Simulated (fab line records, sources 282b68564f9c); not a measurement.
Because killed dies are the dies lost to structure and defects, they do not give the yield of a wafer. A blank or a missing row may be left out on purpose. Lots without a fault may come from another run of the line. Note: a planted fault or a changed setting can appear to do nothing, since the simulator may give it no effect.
fab line records	flow rit-cmos
record: lots: 5	wafers: 23
route steps=202 shown ACTIVE@4 FOX2@23 PWELL@40 WELLDRIVE@50 NRETRO@61 PRETRO@65
start-h: the number of hours between the record's first day and the start of the first shown wafer of the lot	wait-h: how many hours have passed since the lot's step before this one	" as in the row above	L1.1+2: several wafers, shown together as one row	- no value, or no start was given	* or withheld: withheld	< > ~ a bound
route shown NAME@n: NAME is a module with steps in the file, n the number in the route of the first one	usual: the fault-free wafers' mean and standard deviation	same: alike in all rows	chamber/n: place in a boat	sites: the reading at each site	_std_site: standard deviation of those values	_edge_site: outer sites' mean less inner sites'	radius-mm: how far each site lies from the wafer's centre	mask NAME#n: copy n	behind: the most recent tool/chamber to have shaped the wafer	hold: what put the lot on hold/how long, in hours/how the hold closed	device: the transistor (n, p or np) that didn't switch	end of line: tests of these same wafers at the route's end	a step without rows: its recipe alone	killed: the dies lost at the first sort to structure and to defects; this is not the yield of the wafer	map: the dies of a wafer, with x for killed, . for not killed, _ for no die there
set.NAME: the setting that was run; set.NAME@STEP: the one run at that earlier step	model.NAME: the simulator's own value behind a step, which no gauge read
lots whose settings were changed on purpose; a table a step, a row a wafer
== steps ==
step: RIT_ACTIVE_CVD_03
recipe: material: Si3N4	target-thk-nm: 150	temp-c: 810	precursor: SiH2Cl2/NH3	time-s: 1500	pressure-mtorr: 300	sih2cl2-flow-sccm: 60	nh3-flow-sccm: 150
lot.wafer	tool	chamber	start-h	wait-h	set.time-s	model.Si3N4_of_ACTIVE_CVD_03.thk-nm
L078.1	lpcvd-01	0	32.11	0.1	1500	152.8
L078.5	"	0	"	"	1500	152.3
L078.6	"	0	"	"	1500	152.6
L079.1	-	-	-	0.1	1500	150.8
L079.3	"	-	"	"	1500	151.5
L079.4	"	-	"	"	1500	150.3
L079.5	"	-	"	"	1500	151.1
L079.6	"	-	"	"	1500	150.7
L081.1	-	-	-	0.1	1316	132.2
L081.2	"	-	"	"	1316	133.9
L081.3	"	-	"	"	1316	132
L081.5	"	-	"	"	1316	133.2
L081.6	"	-	"	"	1316	132.1
L083.1	-	-	-	0.1	1500	148.5
L083.2+5+6	"	-	"	"	1500	148.3
L083.4	"	-	"	"	1500	149.2
L085.1	-	-	-	0.1	1384	137.5
L085.2	"	-	"	"	1384	139
L085.3	"	-	"	"	1384	138.4
L085.4	"	-	"	"	1384	139.1
L085.5	"	-	"	"	1384	137.9
step: RIT_ACTIVE_THK_MEAS_04
recipe: reads: Si3N4_of_ACTIVE_CVD_03
usual: ACTIVE_NITRIDE_THK: 149.9/1.4
lot.wafer	tool	chamber	start-h	wait-h	set.time-s@ACTIVE_CVD_03	ACTIVE_NITRIDE_THK[nm]
L078.1	film-metro-04	-	33.53	0.0	1500	152.9
L078.5	"	-	"	"	1500	152.3
L078.6	"	-	"	"	1500	152.6
L079.1	film-metro-02	-	-	-	1500	150.7
L079.3	"	-	"	"	1500	151.5
L079.4	"	-	"	"	1500	150.3
L079.5	"	-	"	"	1500	151.3
L079.6	"	-	"	"	1500	150.8
L081.1	film-metro-02	-	-	-	1316	132.2
L081.2	"	-	"	"	1316	133.8
L081.3	"	-	"	"	1316	132.1
L081.5	"	-	"	"	1316	133.2
L081.6	"	-	"	"	1316	132.1
L083.1	film-metro-04	-	-	-	1500	148.4
L083.2	"	-	"	"	1500	148.4
L083.4	"	-	"	"	1500	149.4
L083.5	"	-	"	"	1500	148.3
L083.6	"	-	"	"	1500	148.3
L085.1	film-metro-01	-	-	-	1384	137.6
L085.2	"	-	"	"	1384	139.0
L085.3	"	-	"	"	1384	138.4
L085.4	"	-	"	"	1384	139.3
L085.5	"	-	"	"	1384	138.0
step: RIT_ACTIVE_COAT_06
recipe: resist: NOVOLAK	spin-rpm: 3250	resist-thk-nm: 1000
lot.wafer	tool	chamber	start-h	wait-h	set.resist-thk-nm	model.NOVOLAK_of_ACTIVE_COAT_06.thk-nm
L078.1	litho-track-03	0	33.74	0.1	1000	999
L078.5	"	0	"	"	1000	998.4
L078.6	"	0	"	"	1000	1000
L079.1	litho-track-02	0	40.97	0.1	941.3	936.2
L079.3	"	0	"	"	941.3	935.9
L079.4	"	0	"	"	1000	993.5
L079.5	"	0	"	"	941.3	937
L079.6	"	0	"	"	1000	994.2
L081.1	litho-track-02	0	49.39	0.1	1022	1019
L081.2	"	0	"	"	1000	995.3
L081.3	"	0	"	"	1022	1022
L081.5	"	0	"	"	1000	997.2
L081.6	"	0	"	"	1022	1016
L083.1+2+4+6	litho-track-01	0	59.45	0.1	1000	1001
L083.5	"	0	"	"	1000	999.3
L085.1	litho-track-02	0	69.62	0.1	1000	995.7
L085.2	"	0	"	"	1053	1045
L085.3	"	0	"	"	1000	996.9
L085.4	"	0	"	"	1000	996.1
L085.5	"	0	"	"	1053	1052
step: RIT_ACTIVE_SOFTBAKE_07
recipe: resist: NOVOLAK	temp-c: 90	time-s: 60
step: RIT_ACTIVE_EXPOSE_08
recipe: mask-id: M1	na: 0.6	source-shape: conventional	sigma-outer: 0.6	target-cd-nm: 1400	dose-mj: 225
step: RIT_ACTIVE_PEB_09
recipe: resist: NOVOLAK	temp-c: withheld	time-s: withheld
step: RIT_ACTIVE_DEVELOP_10
recipe: resist: NOVOLAK	develop-time-s: 50	dev-temp-c: 23
step: RIT_ACTIVE_CD_MEAS_11
recipe: target-cd-nm: 1400
usual: cd-nm: 1399.7/2.3
lot.wafer	tool	chamber	start-h	wait-h	set.resist-thk-nm@ACTIVE_COAT_06	cd-nm
L078.1	cd-sem-02	-	34.56	-	1000	1406.3
L078.5	"	-	"	"	1000	1403.5
L078.6	"	-	"	"	1000	1405.5
L079.1	cd-sem-02	-	41.80	-	941.3	1393.5
L079.3	"	-	"	"	941.3	1393.3
L079.4	"	-	"	"	1000	1398.9
L079.5	"	-	"	"	941.3	1394.1
L079.6	"	-	"	"	1000	1399.3
L081.1	cd-sem-01	-	50.31	-	1022	1400.8
L081.2	"	-	"	"	1000	1398.4
L081.3	"	-	"	"	1022	1399.2
L081.5	"	-	"	"	1000	1396.8
L081.6	"	-	"	"	1022	1398.0
L083.1	cd-sem-02	-	60.15	-	1000	1401.4
L083.2	"	-	"	"	1000	1403.3
L083.4	"	-	"	"	1000	1401.5
L083.5	"	-	"	"	1000	1403.6
L083.6	"	-	"	"	1000	1401.5
L085.1	cd-sem-01	-	70.44	-	1000	1397.4
L085.2	"	-	"	"	1053	1405.0
L085.3	"	-	"	"	1000	1397.5
L085.4	"	-	"	"	1000	1399.3
L085.5	"	-	"	"	1053	1402.3
step: RIT_ACTIVE_HARDBAKE_12
recipe: resist: NOVOLAK	temp-c: 140	time-s: 60
lot.wafer	tool	chamber	start-h	wait-h	set.resist-thk-nm@ACTIVE_COAT_06	model.NOVOLAK_of_ACTIVE_COAT_06.thk-nm
L078.1	litho-track-01	0	34.68	0.1	1000	882.9
L078.5	"	0	"	"	1000	882.4
L078.6	"	0	"	"	1000	883.9
L079.1	litho-track-03	0	41.92	0.1	941.3	827.9
L079.3	"	0	"	"	941.3	827.6
L079.4	"	0	"	"	1000	878
L079.5	"	0	"	"	941.3	828.6
L079.6	"	0	"	"	1000	878.7
L081.1	litho-track-03	0	50.43	0.1	1022	900.7
L081.2	"	0	"	"	1000	879.6
L081.3	"	0	"	"	1022	902.7
L081.5	"	0	"	"	1000	881.3
L081.6	"	0	"	"	1022	897.9
L083.1+4+6	litho-track-02	0	60.27	0.1	1000	884.3
L083.2	"	0	"	"	1000	884.7
L083.5	"	0	"	"	1000	883.2
L085.1	litho-track-03	0	70.56	0.1	1000	880
L085.2	"	0	"	"	1053	923.5
L085.3	"	0	"	"	1000	881.1
L085.4	"	0	"	"	1000	880.4
L085.5	"	0	"	"	1053	929
step: RIT_ACTIVE_ETCH_13
recipe: stop-on: SiO2	chemistry: SF6	target: Si3N4	time-s: 210	over-etch-frac: 0.4	SF6_flow_sccm: 200	pressure-mtorr: 260	rf-w: 125	target-depth-a: 2100
lot.wafer	tool	chamber	start-h	wait-h	set.rf-w	set.time-s@ACTIVE_CVD_03	set.resist-thk-nm@ACTIVE_COAT_06	model.ACTIVE.feature-depth-nm	model.etch.depth-nm	model.NOVOLAK_of_ACTIVE_COAT_06.thk-nm
L078.1	rie-diel-01	0	34.83	0.1	125	1500	1000	153.7	152.8	653.8
L078.5	"	3	"	"	125	1500	1000	152.8	152.3	658.1
L078.6	"	0	"	"	125	1500	1000	153.6	152.6	655.3
L079.1	rie-diel-01	2	42.07	0.1	117.8	1500	941.3	150.8	150.8	610.4
L079.3	"	1	"	"	117.8	1500	941.3	151.5	151.5	615.1
L079.4	"	3	"	"	117.8	1500	1000	150.3	150.3	663.9
L079.5	"	1	"	"	125	1500	941.3	151.1	151.1	602.4
L079.6	"	0	"	"	125	1500	1000	151.7	150.7	647.1
L081.1	rie-diel-04	2	50.58	0.1	125	1316	1022	132.2	-	672.9
L081.2	"	3	"	"	125	1316	1000	134.1	133.9	650
L081.3	"	1	"	"	125	1316	1022	132	-	671.5
L081.5	"	1	"	"	125	1316	1000	133.2	133.2	653.6
L081.6	"	2	"	"	125	1316	1022	132.1	132.1	670.2
L083.1	rie-diel-04	0	60.42	0.1	125	1500	1000	149.2	-	652
L083.2	"	2	"	"	125	1500	1000	148.3	148.3	658.3
L083.4	"	3	"	"	125	1500	1000	149.4	149.2	655.3
L083.5	"	3	"	"	139.1	1500	1000	156.5	-	628.6
L083.6	"	0	"	"	139.1	1500	1000	156.9	148.3	628.1
L085.1	rie-diel-04	1	70.71	0.1	125	1384	1000	137.5	-	649.8
L085.2	"	0	"	"	125	1384	1053	139.7	139	693.2
L085.3	"	3	"	"	131.9	1384	1000	142.5	138.4	636.9
L085.4	"	2	"	"	131.9	1384	1000	142.5	139.1	639
L085.5	"	3	"	"	125	1384	1053	138.1	-	699.9
step: RIT_ACTIVE_STRIP_14
recipe: chemistry: O2	time-s: 180	resist: NOVOLAK	platen-temp-c: withheld	power-w: 500	pressure-mtorr: 4000	o2-flow-sccm: 4000
step: RIT_ACTIVE_CD_MEAS_90
recipe: target-cd-nm: 1400
usual: cd-nm: 1399.7/2.2
lot.wafer	tool	chamber	start-h	wait-h	set.resist-thk-nm@ACTIVE_COAT_06	cd-nm
L078.1	cd-sem-01	-	35.14	0.1	1000	1406.3
L078.5	"	-	"	"	1000	1403.1
L078.6	"	-	"	"	1000	1405.8
L079.1	cd-sem-01	-	42.38	0.1	941.3	1393.6
L079.3	"	-	"	"	941.3	1394.2
L079.4	"	-	"	"	1000	1399.2
L079.5	"	-	"	"	941.3	1394.6
L079.6	"	-	"	"	1000	1399.1
L081.1	cd-sem-02	-	50.89	0.1	1022	1400.1
L081.2	"	-	"	"	1000	1398.2
L081.3	"	-	"	"	1022	1399.4
L081.5	"	-	"	"	1000	1396.8
L081.6	"	-	"	"	1022	1397.9
L083.1	cd-sem-01	-	60.73	0.1	1000	1400.9
L083.2	"	-	"	"	1000	1403.6
L083.4	"	-	"	"	1000	1401.6
L083.5	"	-	"	"	1000	1402.9
L083.6	"	-	"	"	1000	1401.6
L085.1	cd-sem-01	-	71.02	0.1	1000	1397.8
L085.2	"	-	"	"	1053	1405.2
L085.3	"	-	"	"	1000	1397.8
L085.4	"	-	"	"	1000	1399.0
L085.5	"	-	"	"	1053	1402.1
step: RIT_FOX2_OXIDATION_00
recipe: temp-c: 1100	ambient: H2O	target-thk-a: 3507	p-h2o-torr: 720	ox-time-s: 1130
lot.wafer	tool	chamber	start-h	wait-h	set.temp-c	set.time-s@ACTIVE_CVD_03	model.Si3N4_of_ACTIVE_CVD_03.thk-nm	model.SiO2_of_FOX2_OXIDATION_00.thk-nm
L078.1	furnace-01	0	40.71	0.1	1100	1500	133.9	346
L078.5	"	0	"	"	1100	1500	133.5	344.3
L078.6	"	0	"	"	1100	1500	133.8	341.3
L079.1	-	-	-	0.0	1113	1500	131.7	361.2
L079.3	"	-	"	"	1113	1500	132.4	355.6
L079.4	"	-	"	"	1113	1500	131.2	353.9
L079.5	"	-	"	"	1113	1500	132	359.7
L079.6	"	-	"	"	1113	1500	131.6	354
L081.1	-	-	-	0.0	1112	1316	113.1	375.4
L081.2	"	-	"	"	1112	1316	114.7	372.1
L081.3	"	-	"	"	1112	1316	112.9	379.5
L081.5	"	-	"	"	1112	1316	114	376.4
L081.6	"	-	"	"	1112	1316	113	373.5
L083.1	-	-	-	1.8	1118	1500	129.1	364.9
L083.2	"	-	"	"	1118	1500	129	372.1
L083.4	"	-	"	"	1118	1500	129.8	371
L083.5	"	-	"	"	1118	1500	129	370.5
L083.6	"	-	"	"	1118	1500	128.9	376.7
L085.1	-	-	-	0.0	1075	1384	119.5	307.8
L085.2	"	-	"	"	1075	1384	121	315.2
L085.3	"	-	"	"	1075	1384	120.4	314.9
L085.4	"	-	"	"	1075	1384	121.1	311.6
L085.5	"	-	"	"	1075	1384	119.9	316.7
step: RIT_FOX2_CLEAN_02
recipe: chemistry: dHF	dilution: 50:1	time-s: 180
step: RIT_FOX2_WET_ETCH_03
recipe: chemistry: H3PO4	target: Si3N4	target-depth-nm: 195	temp-c: 165	time-s: 2700
lot.wafer	tool	chamber	start-h	wait-h	set.rf-w@ACTIVE_ETCH_13	model.SiO2_of_ACTIVE_OXIDATION_01.thk-nm
L078.1	wet-bench-03	1	42.14	0.0	125	40.24
L078.5	"	1	"	"	125	40.9
L078.6	"	1	"	"	125	40.83
L079.1	wet-bench-03	2	45.79	0.0	117.8	40.73
L079.3	"	2	"	"	117.8	41.05
L079.4	"	2	"	"	117.8	41.3
L079.5	"	2	"	"	125	41.11
L079.6	"	2	"	"	125	40.02
L081.1	wet-bench-01	1	55.32	0.0	125	40.73
L081.2	"	1	"	"	125	40.38
L081.3	"	1	"	"	125	41.37
L081.5	"	1	"	"	125	40.32
L081.6	"	1	"	"	125	40.44
L083.1	wet-bench-01	2	66.12	0.0	125	41.91
L083.2	"	2	"	"	125	42.45
L083.4	"	2	"	"	125	42.05
L083.5	"	2	"	"	139.1	35.54
L083.6	"	2	"	"	139.1	35.33
L085.1	wet-bench-01	3	76.08	0.0	125	41.64
L085.2	"	3	"	"	125	40.91
L085.3	"	3	"	"	131.9	38.16
L085.4	"	3	"	"	131.9	37.85
L085.5	"	3	"	"	125	40.9
step: RIT_PWELL_COAT_01
recipe: resist: NOVOLAK	spin-rpm: 2000	resist-thk-nm: 1300
lot.wafer	tool	chamber	start-h	wait-h	set.spin-rpm	model.NOVOLAK_of_PWELL_COAT_01.thk-nm
L078.1	litho-track-04	0	44.66	0.1	2000	1299
L078.5	"	0	"	"	2000	1302
L078.6	"	0	"	"	2000	1301
L079.1+6	litho-track-03	0	48.51	0.1	2000	1300
L079.3	"	0	"	"	2000	1298
L079.4	"	0	"	"	2109	1264
L079.5	"	0	"	"	2109	1269
L081.1	litho-track-02	0	58.01	0.1	2000	1296
L081.2	"	0	"	"	1931	1322
L081.3	"	0	"	"	1931	1323
L081.5	"	0	"	"	2000	1298
L081.6	"	0	"	"	1931	1318
L083.1	litho-track-02	0	68.64	0.1	2000	1299
L083.2+5	"	0	"	"	2000	1303
L083.4	"	0	"	"	2000	1302
L083.6	"	0	"	"	2000	1304
L085.1	litho-track-03	0	78.79	0.1	2062	1290
L085.2	"	0	"	"	2062	1289
L085.3	"	0	"	"	2062	1285
L085.4	"	0	"	"	2000	1308
L085.5	"	0	"	"	2000	1310
step: RIT_PWELL_SOFTBAKE_02
recipe: resist: NOVOLAK	temp-c: 90	time-s: 60
step: RIT_PWELL_EXPOSE_03
recipe: mask-id: M3	na: 0.57	target-cd-nm: 43700	dose-mj: 250
step: RIT_PWELL_DEVELOP_05
recipe: resist: NOVOLAK	develop-time-s: 68	dev-temp-c: 23
step: RIT_PWELL_HARDBAKE_07
recipe: resist: NOVOLAK	temp-c: 140	time-s: 120
lot.wafer	tool	chamber	start-h	wait-h	set.spin-rpm@PWELL_COAT_01	model.NOVOLAK_of_PWELL_COAT_01.thk-nm
L078.1	litho-track-03	0	45.66	0.0	2000	1136
L078.5+6	"	0	"	"	2000	1138
L079.1+6	litho-track-03	0	49.46	0.2	2000	1137
L079.3	"	0	"	"	2000	1135
L079.4	"	0	"	"	2109	1106
L079.5	"	0	"	"	2109	1110
L081.1	litho-track-04	0	58.96	0.0	2000	1134
L081.2	"	0	"	"	1931	1156
L081.3	"	0	"	"	1931	1157
L081.5	"	0	"	"	2000	1135
L081.6	"	0	"	"	1931	1153
L083.1	litho-track-03	0	69.53	0.0	2000	1136
L083.2+4+5	"	0	"	"	2000	1139
L083.6	"	0	"	"	2000	1140
L085.1+2	litho-track-02	0	79.68	0.0	2062	1128
L085.3	"	0	"	"	2062	1124
L085.4	"	0	"	"	2000	1144
L085.5	"	0	"	"	2000	1146
step: RIT_PWELL_IMPLANT_08
recipe: species: B	energy-kev: 170	dose-cm2: 7e+13	tilt-deg: 7
lot.wafer	tool	chamber	start-h	wait-h	set.dose-cm2
L078.1+5+6	implanter-04	0	45.91	0.2	7e+13
L079.1+4+5	implanter-01	0	49.71	0.2	7.474e+13
L079.3+6	"	0	"	"	7e+13
L081.1+2+3	implanter-04	0	59.21	0.2	7e+13
L081.5+6	"	0	"	"	7.382e+13
L083.1+2+4+5+6	implanter-01	0	69.78	0.2	7e+13
L085.1+4+5	implanter-04	0	79.93	0.2	7e+13
L085.2+3	"	0	"	"	6.49e+13
step: RIT_PWELL_STRIP_09
recipe: chemistry: O2	time-s: 180	resist: NOVOLAK	platen-temp-c: withheld	power-w: 500	pressure-mtorr: 4000	o2-flow-sccm: 4000
lot.wafer	tool	chamber	start-h	wait-h	set.o2-flow-sccm
L078.1+5+6	plasma-asher-01	1,0,1	46.06	0.1	4000
L079.1+3+4+5+6	plasma-asher-03	1,1,0,1,0	49.86	0.1	4000
L081.1+3+5	plasma-asher-01	0,0,1	59.36	0.1	3531
L081.2+6	"	1,0	"	"	4000
L083.1+4+5	plasma-asher-04	0,0,1	69.93	0.1	4000
L083.2+6	"	1,0	"	"	3711
L085.1+4	plasma-asher-03	1,0	80.08	0.1	3646
L085.2+3+5	"	0,1,1	"	"	4000
step: RIT_PWELL_TW_MEAS_10
usual: PWELL_TW: 944/10
lot.wafer	tool	chamber	start-h	wait-h	set.dose-cm2@PWELL_IMPLANT_08	PWELL_TW
L078.1	film-metro-03	-	46.23	0.1	7e+13	940
L078.5	"	-	"	"	7e+13	938
L078.6	"	-	"	"	7e+13	936
L079.1	film-metro-02	-	50.03	0.1	7.474e+13	973
L079.3	"	-	"	"	7e+13	947
L079.4	"	-	"	"	7.474e+13	972
L079.5	"	-	"	"	7.474e+13	977
L079.6	"	-	"	"	7e+13	952
L081.1	film-metro-02	-	59.54	0.1	7e+13	958
L081.2	"	-	"	"	7e+13	952
L081.3	"	-	"	"	7e+13	956
L081.5	"	-	"	"	7.382e+13	972
L081.6	"	-	"	"	7.382e+13	975
L083.1	film-metro-03	-	70.10	0.1	7e+13	940
L083.2	"	-	"	"	7e+13	936
L083.4	"	-	"	"	7e+13	936
L083.5	"	-	"	"	7e+13	935
L083.6	"	-	"	"	7e+13	938
L085.1	film-metro-03	-	80.26	0.1	7e+13	932
L085.2	"	-	"	"	6.49e+13	915
L085.3	"	-	"	"	6.49e+13	908
L085.4	"	-	"	"	7e+13	929
L085.5	"	-	"	"	7e+13	932
step: RIT_WELLDRIVE_ANNEAL_00
recipe: temp-c: 1100	time-s: 14700	ambient: N2
step: RIT_WELLDRIVE_RS_MEAS_02
recipe: thk-meas-gauge: four-point-probe
usual: PWELL_RS: 429.4/1
lot.wafer	tool	chamber	start-h	wait-h	set.dose-cm2@PWELL_IMPLANT_08	PWELL_RS[ohm/sq]
L078.1	film-metro-03	-	52.52	0.1	7e+13	429.9
L078.5	"	-	"	"	7e+13	429.7
L078.6	"	-	"	"	7e+13	431.0
L079.1	film-metro-03	-	56.07	0.1	7.474e+13	411.9
L079.3	"	-	"	"	7e+13	428.6
L079.4	"	-	"	"	7.474e+13	412.6
L079.5	"	-	"	"	7.474e+13	411.6
L079.6	"	-	"	"	7e+13	429.4
L081.1	film-metro-03	-	64.80	0.1	7e+13	427.4
L081.2	"	-	"	"	7e+13	428.3
L081.3	"	-	"	"	7e+13	429.0
L081.5	"	-	"	"	7.382e+13	414.4
L081.6	"	-	"	"	7.382e+13	413.8
L083.1	film-metro-02	-	77.89	0.1	7e+13	429.5
L083.2	"	-	"	"	7e+13	428.4
L083.4	"	-	"	"	7e+13	430.4
L083.5	"	-	"	"	7e+13	430.0
L083.6	"	-	"	"	7e+13	428.6
L085.1	film-metro-02	-	85.85	0.1	7e+13	428.3
L085.2	"	-	"	"	6.49e+13	448.4
L085.3	"	-	"	"	6.49e+13	449.8
L085.4	"	-	"	"	7e+13	428.5
L085.5	"	-	"	"	7e+13	427.9
step: RIT_NRETRO_IMPLANT_08
recipe: species: P	energy-kev: 70	dose-cm2: 1e+13	tilt-deg: 7
lot.wafer	tool	chamber	start-h	wait-h	set.energy-kev	model.implant.rp-nm	model.implant.drp-nm
L078.1+5+6	implanter-03	0	53.93	0.2	70	85.25	33.94
L079.1+3+4+5+6	implanter-01	0	57.35	0.2	70	86.13	33.94
L081.1+2+3+5+6	implanter-02	0	66.09	0.2	70	81.4	33.94
L083.1+5	implanter-02	0	79.41	0.2	70	85.51	33.94
L083.2+4+6	"	0	"	"	67.27	82.09	32.81
L085.1+2+5	implanter-03	0	87.21	0.2	71.26	85.95	34.45
L085.3+4	"	0	"	"	70	84.39	33.94
step: RIT_PRETRO_COAT_01
recipe: resist: NOVOLAK	spin-rpm: 2000	resist-thk-nm: 1300
lot.wafer	tool	chamber	start-h	wait-h	set.resist-thk-nm	model.NOVOLAK_of_PRETRO_COAT_01.thk-nm
L078.1	litho-track-01	0	54.47	0.1	1300	1306
L078.5	"	0	"	"	1300	1307
L078.6	"	0	"	"	1300	1301
L079.1+4	litho-track-03	0	57.89	0.1	1300	1301
L079.3	"	0	"	"	1300	1303
L079.5	"	0	"	"	1300	1298
L079.6	"	0	"	"	1300	1299
L081.1	litho-track-02	0	66.62	0.1	1261	1260
L081.2	"	0	"	"	1261	1263
L081.3	"	0	"	"	1300	1303
L081.5	"	0	"	"	1261	1262
L081.6	"	0	"	"	1300	1296
L083.1	litho-track-03	0	79.94	0.1	1300	1300
L083.2	"	0	"	"	1246	1251
L083.4	"	0	"	"	1246	1250
L083.5	"	0	"	"	1300	1303
L083.6	"	0	"	"	1300	1299
L085.1	litho-track-03	0	87.74	0.1	1240	1241
L085.2+5	"	0	"	"	1300	1300
L085.3	"	0	"	"	1240	1243
L085.4	"	0	"	"	1240	1240
== key ==
split: step: RIT_ACTIVE_CVD_03	setting: time-s	stated: 1500	by: lot
response: step: RIT_ACTIVE_CVD_03	reading: model.Si3N4_of_ACTIVE_CVD_03.thk-nm	change: +1.46	per: 1%	r: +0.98
response: step: RIT_ACTIVE_THK_MEAS_04	reading: ACTIVE_NITRIDE_THK	change: +1.46	per: 1%	r: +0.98
response: step: RIT_ACTIVE_ETCH_13	reading: model.ACTIVE.feature-depth-nm	change: +1.56	per: 1%	r: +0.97
response: step: RIT_ACTIVE_ETCH_13	reading: model.etch.depth-nm	change: +1.46	per: 1%	r: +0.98
response: step: RIT_FOX2_OXIDATION_00	reading: model.Si3N4_of_ACTIVE_CVD_03.thk-nm	change: +1.43	per: 1%	r: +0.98
split: step: RIT_ACTIVE_COAT_06	setting: resist-thk-nm	stated: 1000	by: wafer
response: step: RIT_ACTIVE_COAT_06	reading: model.NOVOLAK_of_ACTIVE_COAT_06.thk-nm	change: +9.87	per: 1%	r: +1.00
response: step: RIT_ACTIVE_CD_MEAS_11	reading: cd-nm	change: +0.972	per: 1%	r: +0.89
response: step: RIT_ACTIVE_HARDBAKE_12	reading: model.NOVOLAK_of_ACTIVE_COAT_06.thk-nm	change: +8.63	per: 1%	r: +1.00
response: step: RIT_ACTIVE_ETCH_13	reading: model.NOVOLAK_of_ACTIVE_COAT_06.thk-nm	change: +8.97	per: 1%	r: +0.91
response: step: RIT_ACTIVE_CD_MEAS_90	reading: cd-nm	change: +0.921	per: 1%	r: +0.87
split: step: RIT_ACTIVE_ETCH_13	setting: rf-w	stated: 125	by: wafer
response: step: RIT_FOX2_WET_ETCH_03	reading: model.SiO2_of_ACTIVE_OXIDATION_01.thk-nm	change: -0.501	per: 1%	r: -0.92
response: step: RIT_ACTIVE_ETCH_13	reading: model.NOVOLAK_of_ACTIVE_COAT_06.thk-nm	slope: -2.37	per: 1%	together-with: resist-thk-nm@ACTIVE_COAT_06	explained: 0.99
split: step: RIT_FOX2_OXIDATION_00	setting: temp-c	stated: 1100	by: lot
response: step: RIT_FOX2_OXIDATION_00	reading: model.SiO2_of_FOX2_OXIDATION_00.thk-nm	change: +15.2	per: 1%	r: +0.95
split: step: RIT_PWELL_COAT_01	setting: spin-rpm	stated: 2000	by: wafer
response: step: RIT_PWELL_COAT_01	reading: model.NOVOLAK_of_PWELL_COAT_01.thk-nm	change: -6.41	per: 1%	r: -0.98
response: step: RIT_PWELL_HARDBAKE_07	reading: model.NOVOLAK_of_PWELL_COAT_01.thk-nm	change: -5.53	per: 1%	r: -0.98
split: step: RIT_PWELL_IMPLANT_08	setting: dose-cm2	stated: 7e+13	by: wafer
response: step: RIT_PWELL_TW_MEAS_10	reading: PWELL_TW	change: +3.14	per: 1%	r: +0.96
response: step: RIT_WELLDRIVE_RS_MEAS_02	reading: PWELL_RS	change: -2.67	per: 1%	r: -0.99
split: step: RIT_PWELL_STRIP_09	setting: o2-flow-sccm	stated: 4000	by: wafer
response none clear
split: step: RIT_NRETRO_IMPLANT_08	setting: energy-kev	stated: 70	by: wafer
response: step: RIT_NRETRO_IMPLANT_08	reading: model.implant.rp-nm	change: +0.876	per: 1%	r: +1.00
response: step: RIT_NRETRO_IMPLANT_08	reading: model.implant.drp-nm	change: +0.289	per: 1%	r: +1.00
split: step: RIT_PRETRO_COAT_01	setting: resist-thk-nm	stated: 1300	by: wafer
response: step: RIT_PRETRO_COAT_01	reading: model.NOVOLAK_of_PRETRO_COAT_01.thk-nm	change: +12.5	per: 1%	r: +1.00
